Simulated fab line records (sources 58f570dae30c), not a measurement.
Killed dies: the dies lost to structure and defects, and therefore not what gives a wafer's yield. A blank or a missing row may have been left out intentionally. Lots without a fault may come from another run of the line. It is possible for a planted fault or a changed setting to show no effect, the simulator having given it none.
Which tool is to blame? || flow berkeleyCmos170 || 14 lots, 42 wafers sampled, at 4 steps of a route of 331

WHAT EACH GAUGE READ, for each wafer
UCB170_NWELL_OVL_MEAS_12.
{"lot": "L604", "measured": "day 2 16:39", "on": "overlay-02", "NWELL_OVL (nm)": "4 1 15"}
{"lot": "L606", "measured": "day 2 23:37", "on": "overlay-01", "NWELL_OVL (nm)": "1 9 6"}
{"lot": "L609", "measured": "day 4 00:57", "on": "overlay-02", "NWELL_OVL (nm)": "-2 5 -9"}
{"lot": "L610", "measured": "day 4 01:14", "on": "overlay-01", "NWELL_OVL (nm)": "-3 -7 -3"}
{"lot": "L611", "measured": "day 4 09:17", "on": "overlay-01", "NWELL_OVL (nm)": "5 -5 5"}
{"lot": "L612", "measured": "day 4 21:34", "on": "overlay-02", "NWELL_OVL (nm)": "- - -"}
{"lot": "L617", "measured": "day 5 08:14", "on": "overlay-01", "NWELL_OVL (nm)": "- - -"}
{"lot": "L620", "measured": "day 6 02:18", "on": "overlay-02", "NWELL_OVL (nm)": "-4 1 -4"}
{"lot": "L621", "measured": "day 6 05:05", "on": "overlay-02", "NWELL_OVL (nm)": "1 0 4"}
{"lot": "L623", "measured": "day 6 15:11", "on": "overlay-01", "NWELL_OVL (nm)": "-2 -7 3"}
{"lot": "L622", "measured": "day 6 15:45", "on": "overlay-01", "NWELL_OVL (nm)": "-3 -1 -4"}
{"lot": "L624", "measured": "day 6 21:13", "on": "overlay-01", "NWELL_OVL (nm)": "-4 -5 -12"}
{"lot": "L625", "measured": "day 7 02:16", "on": "overlay-02", "NWELL_OVL (nm)": "-7 -3 0"}
{"lot": "L626", "measured": "day 7 09:43", "on": "overlay-01", "NWELL_OVL (nm)": "5 8 4"}

UCB170_M2_CD_MEAS_15: the cd target is 700 nm.
{"lot": "L604", "measured": "day 8 21:17", "on": "cdSem-02", "cdNm (nm)": "700.6 700.4 700.2"}
{"lot": "L606", "measured": "day 8 21:03", "on": "cdSem-01", "cdNm (nm)": "700.5 700.8 700.6"}
{"lot": "L609", "measured": "day 10 08:34", "on": "cdSem-01", "cdNm (nm)": "698.5 698.4 698.3"}
{"lot": "L610", "measured": "day 10 11:12", "on": "cdSem-02", "cdNm (nm)": "695.8 696.4 695.3"}
{"lot": "L611", "measured": "day 10 10:53", "on": "cdSem-02", "cdNm (nm)": "699.8 700.1 700.8"}
{"lot": "L620", "measured": "day 12 05:35", "on": "cdSem-02", "cdNm (nm)": "698.4 697.4 698.1"}
{"lot": "L621", "measured": "day 12 15:12", "on": "cdSem-01", "cdNm (nm)": "698.6 696.3 697.2"}
{"lot": "L623", "measured": "day 13 15:58", "on": "cdSem-01", "cdNm (nm)": "699.5 698.7 699.5"}
{"lot": "L622", "measured": "day 13 12:08", "on": "cdSem-01", "cdNm (nm)": "702.0 701.1 701.3"}
{"lot": "L624", "measured": "day 13 08:58", "on": "cdSem-02", "cdNm (nm)": "701.2 702.6 700.6"}
{"lot": "L625", "measured": "day 13 11:08", "on": "cdSem-02", "cdNm (nm)": "700.6 701.6 700.8"}
{"lot": "L626", "measured": "day 13 18:37", "on": "cdSem-02", "cdNm (nm)": "700.2 699.2 701.6"}

WHAT TOOL EACH LOT RAN ON (gives the tool, then ch and the chambers of the sampled wafers, and finally the start)
{"lot": "L604", "UCB170_NWELL_DEVELOP_11": "lithoTrack-03 ch 0, day 2 16:00", "UCB170_PFIELD_STRIP_08": "plasmaAsher-03 ch 0,1, day 5 08:06"}
{"lot": "L606", "UCB170_NWELL_DEVELOP_11": "lithoTrack-03 ch 0, day 2 23:00", "UCB170_PFIELD_STRIP_08": "plasmaAsher-02 ch 0,1, day 5 07:49"}
{"lot": "L609", "UCB170_NWELL_DEVELOP_11": "lithoTrack-03 ch 0, day 4 00:00", "UCB170_PFIELD_STRIP_08": "plasmaAsher-04 ch 0,1, day 6 14:52"}
{"lot": "L610", "UCB170_NWELL_DEVELOP_11": "lithoTrack-03 ch 0, day 4 01:00", "UCB170_PFIELD_STRIP_08": "plasmaAsher-04 ch 0,1, day 6 13:53"}
{"lot": "L611", "UCB170_NWELL_DEVELOP_11": "lithoTrack-01 ch 0, day 4 09:00", "UCB170_PFIELD_STRIP_08": "plasmaAsher-02 ch 0,1, day 6 14:35"}
{"lot": "L612", "UCB170_NWELL_DEVELOP_11": "lithoTrack-02, day 4 21:00", "UCB170_PFIELD_STRIP_08": "-"}
{"lot": "L617", "UCB170_NWELL_DEVELOP_11": "lithoTrack-03, day 5 08:00", "UCB170_PFIELD_STRIP_08": "-"}
{"lot": "L620", "UCB170_NWELL_DEVELOP_11": "lithoTrack-02 ch 0, day 6 02:00", "UCB170_PFIELD_STRIP_08": "plasmaAsher-02 ch 0,1, day 8 08:53"}
{"lot": "L621", "UCB170_NWELL_DEVELOP_11": "lithoTrack-03 ch 0, day 6 04:00", "UCB170_PFIELD_STRIP_08": "plasmaAsher-02 ch 0,1, day 8 17:20"}
{"lot": "L623", "UCB170_NWELL_DEVELOP_11": "lithoTrack-03 ch 0, day 6 15:00", "UCB170_PFIELD_STRIP_08": "plasmaAsher-03 ch 0, day 9 08:41"}
{"lot": "L622", "UCB170_NWELL_DEVELOP_11": "lithoTrack-01 ch 0, day 6 15:00", "UCB170_PFIELD_STRIP_08": "plasmaAsher-03 ch 0,1, day 9 08:58"}
{"lot": "L624", "UCB170_NWELL_DEVELOP_11": "lithoTrack-01 ch 0, day 6 21:00", "UCB170_PFIELD_STRIP_08": "plasmaAsher-02 ch 0,1, day 9 08:47"}
{"lot": "L625", "UCB170_NWELL_DEVELOP_11": "lithoTrack-02 ch 0, day 7 02:00", "UCB170_PFIELD_STRIP_08": "plasmaAsher-02 ch 0,1, day 9 07:14"}
{"lot": "L626", "UCB170_NWELL_DEVELOP_11": "lithoTrack-01 ch 0, day 7 09:00", "UCB170_PFIELD_STRIP_08": "plasmaAsher-02 ch 0,1, day 9 23:29"}
- UCB170_NWELL_DEVELOP_11: develop time 45 s.
- UCB170_PFIELD_STRIP_08: strips in O2.

AS READ BY THE TOOLS THEMSELVES (means over the sampled wafers that have a number; for cases with no such wafer, the mark the record gives instead)
UCB170_NWELL_DEVELOP_11.
{"lot": "L604", "tool": "lithoTrack-03", "chillPlateTempC (C)": 23.05}
{"lot": "L606", "tool": "lithoTrack-03", "chillPlateTempC (C)": 23.03}
{"lot": "L609", "tool": "lithoTrack-03", "chillPlateTempC (C)": 22.94}
{"lot": "L610", "tool": "lithoTrack-03", "chillPlateTempC (C)": 23.07}
{"lot": "L611", "tool": "lithoTrack-01", "chillPlateTempC (C)": 23.10}
{"lot": "L612", "tool": "lithoTrack-02", "chillPlateTempC (C)": "-"}
{"lot": "L617", "tool": "lithoTrack-03", "chillPlateTempC (C)": "-"}
{"lot": "L620", "tool": "lithoTrack-02", "chillPlateTempC (C)": 22.93}
{"lot": "L621", "tool": "lithoTrack-03", "chillPlateTempC (C)": 23.14}
{"lot": "L623", "tool": "lithoTrack-03", "chillPlateTempC (C)": 22.86}
{"lot": "L622", "tool": "lithoTrack-01", "chillPlateTempC (C)": 22.88}
{"lot": "L624", "tool": "lithoTrack-01", "chillPlateTempC (C)": 22.94}
{"lot": "L625", "tool": "lithoTrack-02", "chillPlateTempC (C)": 22.91}
{"lot": "L626", "tool": "lithoTrack-01", "chillPlateTempC (C)": 22.93}

UCB170_PFIELD_STRIP_08.
{"lot": "L604", "tool": "plasmaAsher-03", "drypumpMotorCurrentA (A)": 5.5, "oesProductAu (a.u.)": 0.736, "stripTimeToEndpointS (s)": 21.64}
{"lot": "L606", "tool": "plasmaAsher-02", "drypumpMotorCurrentA (A)": 6.1, "oesProductAu (a.u.)": 0.733, "stripTimeToEndpointS (s)": 21.65}
{"lot": "L609", "tool": "plasmaAsher-04", "drypumpMotorCurrentA (A)": 5.5, "oesProductAu (a.u.)": 0.731, "stripTimeToEndpointS (s)": 21.49}
{"lot": "L610", "tool": "plasmaAsher-04", "drypumpMotorCurrentA (A)": 5.5, "oesProductAu (a.u.)": 0.735, "stripTimeToEndpointS (s)": 21.64}
{"lot": "L611", "tool": "plasmaAsher-02", "drypumpMotorCurrentA (A)": 5.7, "oesProductAu (a.u.)": 0.731, "stripTimeToEndpointS (s)": 21.64}
{"lot": "L620", "tool": "plasmaAsher-02", "drypumpMotorCurrentA (A)": 6.1, "oesProductAu (a.u.)": 0.733, "stripTimeToEndpointS (s)": 21.61}
{"lot": "L621", "tool": "plasmaAsher-02", "drypumpMotorCurrentA (A)": 6.1, "oesProductAu (a.u.)": 0.735, "stripTimeToEndpointS (s)": 21.62}
{"lot": "L623", "tool": "plasmaAsher-03", "drypumpMotorCurrentA (A)": 5.4, "oesProductAu (a.u.)": 0.733, "stripTimeToEndpointS (s)": 21.68}
{"lot": "L622", "tool": "plasmaAsher-03", "drypumpMotorCurrentA (A)": 5.5, "oesProductAu (a.u.)": 0.732, "stripTimeToEndpointS (s)": 21.67}
{"lot": "L624", "tool": "plasmaAsher-02", "drypumpMotorCurrentA (A)": 6.1, "oesProductAu (a.u.)": 0.737, "stripTimeToEndpointS (s)": 21.60}
{"lot": "L625", "tool": "plasmaAsher-02", "drypumpMotorCurrentA (A)": 5.7, "oesProductAu (a.u.)": 0.739, "stripTimeToEndpointS (s)": 21.62}
{"lot": "L626", "tool": "plasmaAsher-02", "drypumpMotorCurrentA (A)": 5.7, "oesProductAu (a.u.)": 0.733, "stripTimeToEndpointS (s)": 21.67}

THE ANSWER, worked out from the rows above alone
Rule: the usual values come from the lots themselves. Put in order of their means at a reading, lots are off if they are a third of the lots or fewer, leave a main group of 4 or more, and stand apart from it by a gap of 3 or more times the standard deviation of the main group's means; of several such gaps the widest counts. The tables above print the reading to a certain number of digits; a main group whose means all agree to those digits is not used. A lot without any number at a reading at which 4 lots or more have one is off too. All remaining lots with rows at the step are treated as sound. After the gauges, taken in route order, come the tools' own readings; for these a lot's mean is taken, as printed above. At the first step where some lot is off, the reading lying furthest off is the one used; lots without a number count as furthest.
Off: at UCB170_NWELL_OVL_MEAS_12 (NWELL_OVL), L612, L617. Without a number there: L612, L617. The main group has a mean of -0 nm with a standard deviation of 4.2.
If a tool, at a process step before that reading, ran all the lots that are off and no sound lot after the first of them, it fits. Not tried: the gauges at UCB170_NWELL_OVL_MEAS_12; whatever is off there is also off at UCB170_NWELL_DEVELOP_11, on other tools, and gauge error can't account for it. No candidate that was tried fits.

WHAT THE SIMULATOR HAD INSERTED
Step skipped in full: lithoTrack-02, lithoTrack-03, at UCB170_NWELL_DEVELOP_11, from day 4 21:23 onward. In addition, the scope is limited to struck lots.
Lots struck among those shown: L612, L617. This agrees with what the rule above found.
